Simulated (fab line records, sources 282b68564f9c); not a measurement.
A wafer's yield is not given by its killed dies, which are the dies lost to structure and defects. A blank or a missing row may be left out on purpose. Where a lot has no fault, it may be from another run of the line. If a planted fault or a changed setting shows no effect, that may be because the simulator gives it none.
fab line records + flow rit_cmos + part 2 of 2: steps 33 to 44 of 44
[record]
- lots = 5
- wafers = 15
- last_day = 6
route steps=202 shown GATE@76 FOX2@80 REOX@98 NLDD@103 PLDD@114
lots that met no fault: taken from a fault-free run of the same line
start_h: hours from the record's opening day to when the first of the lot's shown wafers began + wait_h: hours elapsed since this lot's preceding step + " the same as in the row above + L1.1+2: one row covering several wafers at once + - no value present, or no start provided + * or withheld: withheld + < > ~ a bound
route shown NAME@n: NAME is a module with steps in the file, n the number in the route of the first one + usual: mean/standard deviation of fault-free wafers + same: alike in all rows + chamber/n: place in a boat + sites: readings site by site + _std_site: how widely they spread, as a standard deviation + _edge_site: the outer-site mean with the inner-site mean subtracted + radius_mm: how far each site lies from the wafer's centre + mask NAME#n: copy n + behind: the most recent tool/chamber to have shaped the wafer + hold: reason for holding the lot/hours on hold/outcome of the hold + device: names the non-switching transistor (n, p or np) + end of line: tests run on the same wafers once the route is complete + a step given without rows: its recipe and nothing more + killed: not the wafer's yield, but the dies lost to structure and defects at the first sort + map: shows each die of a wafer: x if killed, . if not, _ if none is there
set.NAME: the setting that was run; set.NAME@STEP: the one run at that earlier step + model.NAME: the simulator's own value behind a step, which no gauge read
certain route steps with their lots: each step a table, each wafer a row
services: from which hour (start_h, from the record's first day; less than 0 if before it) a tool's chamber was out of use, for how many hours, and why
[[steps]]
[step RIT_NLDD_DEVELOP_05]
[recipe]
- resist = NOVOLAK
- develop_time_s = 50
- dev_temp_c = 23
[usual]
- developer_temp_C = 23.00/0.1
[same]
- develop_time_s = 50
| lot.wafer | tool           | chamber | start_h | wait_h | developer_temp_C |
|-----------|----------------|---------|---------|--------|------------------|
| L077.4    | litho_track-04 | 0       | -       | -      | 23.02            |
| L077.5    | "              | 0       | "       | "      | 23.13            |
| L077.6    | "              | 0       | "       | "      | 23.01            |
| L084.2    | litho_track-01 | 0       | -       | -      | 22.89            |
| L084.4    | "              | 0       | "       | "      | 22.91            |
| L084.6    | "              | 0       | "       | "      | 23.09            |
| L086.2    | litho_track-04 | 0       | -       | -      | 23.09            |
| L086.3    | "              | 0       | "       | "      | 23.07            |
| L086.5    | "              | 0       | "       | "      | 23.14            |
| L088.2    | litho_track-04 | 0       | -       | -      | 23.09            |
| L088.3    | "              | 0       | "       | "      | 23.10            |
| L088.6    | "              | 0       | "       | "      | 23.20            |
| L090.1    | litho_track-02 | 0       | -       | -      | 23.02            |
| L090.2    | "              | 0       | "       | "      | 22.86            |
| L090.5    | "              | 0       | "       | "      | 22.91            |
[step RIT_NLDD_OVL_MEAS_06]
[usual]
- NLDD_OVL = -0.5/1.4
| lot.wafer | tool       | chamber | start_h | wait_h | NLDD_OVL[nm] |
|-----------|------------|---------|---------|--------|--------------|
| L077.4    | overlay-01 | -       | 56.07   | -      | 1.8          |
| L077.5    | "          | -       | "       | "      | 1.9          |
| L077.6    | "          | -       | "       | "      | -0.4         |
| L084.2    | overlay-01 | -       | 91.95   | -      | 0.9          |
| L084.4    | "          | -       | "       | "      | 0.8          |
| L084.6    | "          | -       | "       | "      | 0.0          |
| L086.2    | overlay-02 | -       | 102.91  | -      | -0.5         |
| L086.3    | "          | -       | "       | "      | -3.0         |
| L086.5    | "          | -       | "       | "      | -0.6         |
| L088.2    | overlay-02 | -       | 116.15  | -      | -2.6         |
| L088.3    | "          | -       | "       | "      | -2.2         |
| L088.6    | "          | -       | "       | "      | -2.2         |
| L090.1    | overlay-02 | -       | 123.73  | -      | -2.1         |
| L090.2    | "          | -       | "       | "      | -0.4         |
| L090.5    | "          | -       | "       | "      | -1.6         |
[step RIT_NLDD_HARDBAKE_07]
[recipe]
- resist = NOVOLAK
- temp_c = 140
- time_s = 60
| lot.wafer  | tool           | chamber | start_h | wait_h |
|------------|----------------|---------|---------|--------|
| L077.4+5+6 | litho_track-01 | 0       | 56.16   | 0.1    |
| L084.2+4+6 | litho_track-01 | 0       | 92.00   | 0.0    |
| L086.2+3+5 | litho_track-02 | 0       | 102.97  | 0.0    |
| L088.2+3+6 | litho_track-04 | 0       | 116.21  | 0.0    |
| L090.1+2+5 | litho_track-01 | 0       | 123.76  | 0.0    |
[step RIT_NLDD_IMPLANT_08]
[recipe]
- species = P
- energy_kev = 20
- dose_cm2 = 5.079e+14
- tilt_deg = 7
[usual]
- dose_ions_cm2 = 5.077e+14/6e+11
- end_station_pressure_torr = 6.3e-06/3.1e-07
| lot.wafer | tool         | chamber | start_h | wait_h | dose_ions_cm2 | end_station_pressure_torr |
|-----------|--------------|---------|---------|--------|---------------|---------------------------|
| L077.4    | implanter-02 | 0       | 56.31   | 0.1    | 5.074e+14     | 6.5e-06                   |
| L077.5    | "            | 0       | "       | "      | 5.072e+14     | 5.9e-06                   |
| L077.6    | "            | 0       | "       | "      | 5.065e+14     | 6e-06                     |
| L084.2    | implanter-01 | 0       | 92.15   | 0.1    | 5.079e+14     | 6.1e-06                   |
| L084.4    | "            | 0       | "       | "      | 5.074e+14     | 5.9e-06                   |
| L084.6    | "            | 0       | "       | "      | 5.078e+14     | 6.6e-06                   |
| L086.2    | implanter-01 | 0       | 103.12  | 0.1    | 5.077e+14     | 6.2e-06                   |
| L086.3    | "            | 0       | "       | "      | 5.081e+14     | 6.4e-06                   |
| L086.5    | "            | 0       | "       | "      | 5.071e+14     | 6.3e-06                   |
| L088.2    | implanter-04 | 0       | 116.36  | 0.1    | 5.07e+14      | 6.1e-06                   |
| L088.3    | "            | 0       | "       | "      | 5.085e+14     | 6.5e-06                   |
| L088.6    | "            | 0       | "       | "      | 5.075e+14     | 6.4e-06                   |
| L090.1    | implanter-04 | 0       | 123.91  | 0.1    | 5.082e+14     | 6.5e-06                   |
| L090.2    | "            | 0       | "       | "      | 5.068e+14     | 5.8e-06                   |
| L090.5    | "            | 0       | "       | "      | 5.076e+14     | 6.5e-06                   |
[step RIT_NLDD_STRIP_09]
[recipe]
- chemistry = O2
- time_s = 180
- resist = NOVOLAK
- platen_temp_c = withheld
- power_w = 500
- pressure_mtorr = 4000
- o2_flow_sccm = 4000
[usual]
- drypump_motor_current_A = 6.01/0.29
| lot.wafer | tool            | chamber | start_h | wait_h | drypump_motor_current_A | rf_hours_counter_h |
|-----------|-----------------|---------|---------|--------|-------------------------|--------------------|
| L077.4    | plasma_asher-01 | 1       | 56.45   | 0.1    | 5.71                    | -                  |
| L077.5    | "               | 1       | "       | "      | 5.72                    | -                  |
| L077.6    | "               | 0       | "       | "      | 6.30                    | -                  |
| L084.2    | plasma_asher-04 | 0       | 92.28   | 0.1    | 6.39                    | 32                 |
| L084.4    | "               | 0       | "       | "      | 6.41                    | -                  |
| L084.6    | "               | 1       | "       | "      | 5.85                    | -                  |
| L086.2    | plasma_asher-04 | 1       | 103.24  | 0.1    | 5.87                    | 33                 |
| L086.3    | "               | 1       | "       | "      | 5.86                    | -                  |
| L086.5    | "               | 0       | "       | "      | 6.36                    | -                  |
| L088.2    | plasma_asher-04 | 1       | 116.48  | 0.1    | 5.84                    | 34                 |
| L088.3    | "               | 1       | "       | "      | 5.86                    | -                  |
| L088.6    | "               | 0       | "       | "      | 6.37                    | -                  |
| L090.1    | plasma_asher-04 | 1       | 124.21  | 0.2    | 5.85                    | 36                 |
| L090.2    | "               | 0       | "       | "      | 6.39                    | 36                 |
| L090.5    | "               | 0       | "       | "      | 6.35                    | -                  |
[step RIT_NLDD_TW_MEAS_10]
[usual]
- NLDD_TW = 2485/13
| lot.wafer | tool          | chamber | start_h | wait_h | NLDD_TW |
|-----------|---------------|---------|---------|--------|---------|
| L077.4    | film_metro-01 | -       | 56.59   | 0.1    | 2492    |
| L077.5    | "             | -       | "       | "      | 2515    |
| L077.6    | "             | -       | "       | "      | 2484    |
| L084.2    | film_metro-02 | -       | 92.46   | 0.1    | 2465    |
| L084.4    | "             | -       | "       | "      | 2473    |
| L084.6    | "             | -       | "       | "      | 2477    |
| L086.2    | film_metro-01 | -       | 103.43  | 0.1    | 2510    |
| L086.3    | "             | -       | "       | "      | 2507    |
| L086.5    | "             | -       | "       | "      | 2508    |
| L088.2    | film_metro-01 | -       | 116.67  | 0.1    | 2498    |
| L088.3    | "             | -       | "       | "      | 2500    |
| L088.6    | "             | -       | "       | "      | 2494    |
| L090.1    | film_metro-03 | -       | 124.39  | 0.1    | 2486    |
| L090.2    | "             | -       | "       | "      | 2494    |
| L090.5    | "             | -       | "       | "      | 2492    |
[step RIT_PLDD_HMDS_00]
[recipe]
- prime_time_s = 60
- prime_temp_c = 140
| lot.wafer  | tool           | chamber | start_h | wait_h |
|------------|----------------|---------|---------|--------|
| L077.4+5+6 | litho_track-01 | 0       | 56.70   | 0.1    |
| L084.2+4+6 | litho_track-01 | 0       | 92.54   | 0.1    |
| L086.2+3+5 | litho_track-04 | 0       | 103.50  | 0.1    |
| L088.2+3+6 | litho_track-04 | 0       | 116.74  | 0.1    |
| L090.1+2+5 | litho_track-03 | 0       | 124.64  | 0.2    |
[step RIT_PLDD_COAT_01]
[recipe]
- resist = NOVOLAK
- spin_rpm = 3250
- resist_thk_nm = 1000
| lot.wafer  | tool           | chamber | start_h | wait_h |
|------------|----------------|---------|---------|--------|
| L077.4+5+6 | litho_track-01 | 0       | 56.85   | 0.1    |
| L084.2+4+6 | litho_track-01 | 0       | 92.69   | 0.1    |
| L086.2+3+5 | litho_track-04 | 0       | 103.65  | 0.1    |
| L088.2+3+6 | litho_track-04 | 0       | 116.89  | 0.1    |
| L090.1+2+5 | litho_track-03 | 0       | 124.79  | 0.1    |
[step RIT_PLDD_SOFTBAKE_02]
[recipe]
- resist = NOVOLAK
- temp_c = 90
- time_s = 60
| lot.wafer  | tool           | chamber | start_h | wait_h |
|------------|----------------|---------|---------|--------|
| L077.4+5+6 | litho_track-01 | 0       | 57.00   | 0.1    |
| L084.2+4+6 | litho_track-01 | 0       | 92.84   | 0.1    |
| L086.2+3+5 | litho_track-04 | 0       | 103.80  | 0.1    |
| L088.2+3+6 | litho_track-04 | 0       | 117.04  | 0.1    |
| L090.1+2+5 | litho_track-03 | 0       | 124.94  | 0.1    |
[step RIT_PLDD_EXPOSE_03]
[recipe]
- mask_id = M8
- na = 0.57
- target_cd_nm = 40900
- dose_mj = 250
[usual]
- stage_vel_mm_s = 500.03/0.24
| lot.wafer | tool             | chamber | start_h | wait_h | mask | stage_vel_mm_s |
|-----------|------------------|---------|---------|--------|------|----------------|
| L077.4    | iline_stepper-01 | 0       | 57.13   | 0.1    | M8#0 | 500.06         |
| L077.5    | "                | 0       | "       | "      | M8#0 | 500.18         |
| L077.6    | "                | 0       | "       | "      | M8#0 | 500.18         |
| L084.2    | iline_stepper-01 | 0       | 93.11   | 0.2    | M8#0 | 500.19         |
| L084.4    | "                | 0       | "       | "      | M8#0 | 500.14         |
| L084.6    | "                | 0       | "       | "      | M8#0 | 500.04         |
| L086.2    | iline_stepper-02 | 0       | 103.95  | 0.1    | M8#0 | 499.86         |
| L086.3    | "                | 0       | "       | "      | M8#0 | 499.92         |
| L086.5    | "                | 0       | "       | "      | M8#0 | 500.21         |
| L088.2    | iline_stepper-02 | 0       | 117.19  | 0.1    | M8#0 | 499.98         |
| L088.3    | "                | 0       | "       | "      | M8#0 | 499.84         |
| L088.6    | "                | 0       | "       | "      | M8#0 | 500.06         |
| L090.1    | iline_stepper-01 | 0       | 125.09  | 0.1    | M8#0 | 500.01         |
| L090.2    | "                | 0       | "       | "      | M8#0 | 500.08         |
| L090.5    | "                | 0       | "       | "      | M8#0 | 499.83         |
[step RIT_PLDD_PEB_04]
[recipe]
- resist = NOVOLAK
- temp_c = withheld
- time_s = withheld
| lot.wafer  | tool           | chamber | start_h | wait_h |
|------------|----------------|---------|---------|--------|
| L077.4+5+6 | litho_track-03 | 0       | 57.27   | 0.1    |
| L084.2+4+6 | litho_track-03 | 0       | 93.23   | 0.1    |
| L086.2+3+5 | litho_track-01 | 0       | 104.07  | 0.1    |
| L088.2+3+6 | litho_track-04 | 0       | 117.31  | 0.1    |
| L090.1+2+5 | litho_track-01 | 0       | 125.35  | 0.2    |
[step RIT_PLDD_DEVELOP_05]
[recipe]
- resist = NOVOLAK
- develop_time_s = 51.36
- dev_temp_c = 23
[usual]
- developer_temp_C = 23.02/0.12
[same]
- develop_time_s = 51.36
| lot.wafer | tool           | chamber | start_h | wait_h | developer_temp_C |
|-----------|----------------|---------|---------|--------|------------------|
| L077.4    | litho_track-03 | 0       | -       | -      | 22.98            |
| L077.5    | "              | 0       | "       | "      | 22.96            |
| L077.6    | "              | 0       | "       | "      | 22.86            |
| L084.2    | litho_track-03 | 0       | -       | -      | 23.01            |
| L084.4    | "              | 0       | "       | "      | 23.05            |
| L084.6    | "              | 0       | "       | "      | 23.01            |
| L086.2    | litho_track-01 | 0       | -       | -      | 23.10            |
| L086.3    | "              | 0       | "       | "      | 23.16            |
| L086.5    | "              | 0       | "       | "      | 22.92            |
| L088.2    | litho_track-04 | 0       | -       | -      | 22.99            |
| L088.3    | "              | 0       | "       | "      | 23.16            |
| L088.6    | "              | 0       | "       | "      | 23.19            |
| L090.1    | litho_track-01 | 0       | -       | -      | 23.12            |
| L090.2    | "              | 0       | "       | "      | 23.17            |
| L090.5    | "              | 0       | "       | "      | 23.16            |
[[services]]
| tool             | chamber | start_h | hours | kind           |
|------------------|---------|---------|-------|----------------|
| rie_si-02        | 2       | 29.11   | 5.4   | repair         |
| iline_stepper-02 | -       | 30.29   | 1.7   | pm             |
| lpcvd-02         | -       | 30.45   | 2.8   | pm             |
| implanter-01     | -       | 38.72   | 2.7   | pm             |
| furnace-04       | -       | 38.93   | 4.4   | pm             |
| iline_stepper-02 | 0       | 43.28   | -     | calibration    |
| rie_si-02        | 3       | 43.52   | 4.2   | repair         |
| plasma_asher-01  | -       | 46.03   | 5.1   | repair         |
| lpcvd-02         | -       | 53.22   | 0.5   | repair         |
| furnace-02       | -       | 62.69   | 2.8   | pm             |
| implanter-04     | -       | 66.68   | 4.8   | pm             |
| rie_si-01        | 0       | 74.57   | 7.7   | repair         |
| implanter-04     | -       | 79.32   | 2.0   | repair         |
| implanter-02     | -       | 84.93   | 35.3  | pm             |
| iline_stepper-01 | 0       | 90.43   | -     | calibration    |
| rie_si-02        | -       | 96.86   | 2.0   | repair         |
| furnace-02       | -       | 97.05   | 5.0   | pm             |
| rie_si-01        | 1       | 104.88  | -     | clean          |
| rie_si-01        | 1       | 104.88  | 23.2  | scheduled_down |
| rie_si-01        | 1       | 104.88  | 23.2  | vent_cycle     |
| plasma_asher-01  | -       | 105.73  | 12.0  | repair         |
| plasma_asher-01  | -       | 117.71  | 9.0   | pm             |
| plasma_asher-01  | 0       | 117.71  | 9.0   | vent_cycle     |
| plasma_asher-01  | 1       | 117.71  | 9.0   | vent_cycle     |
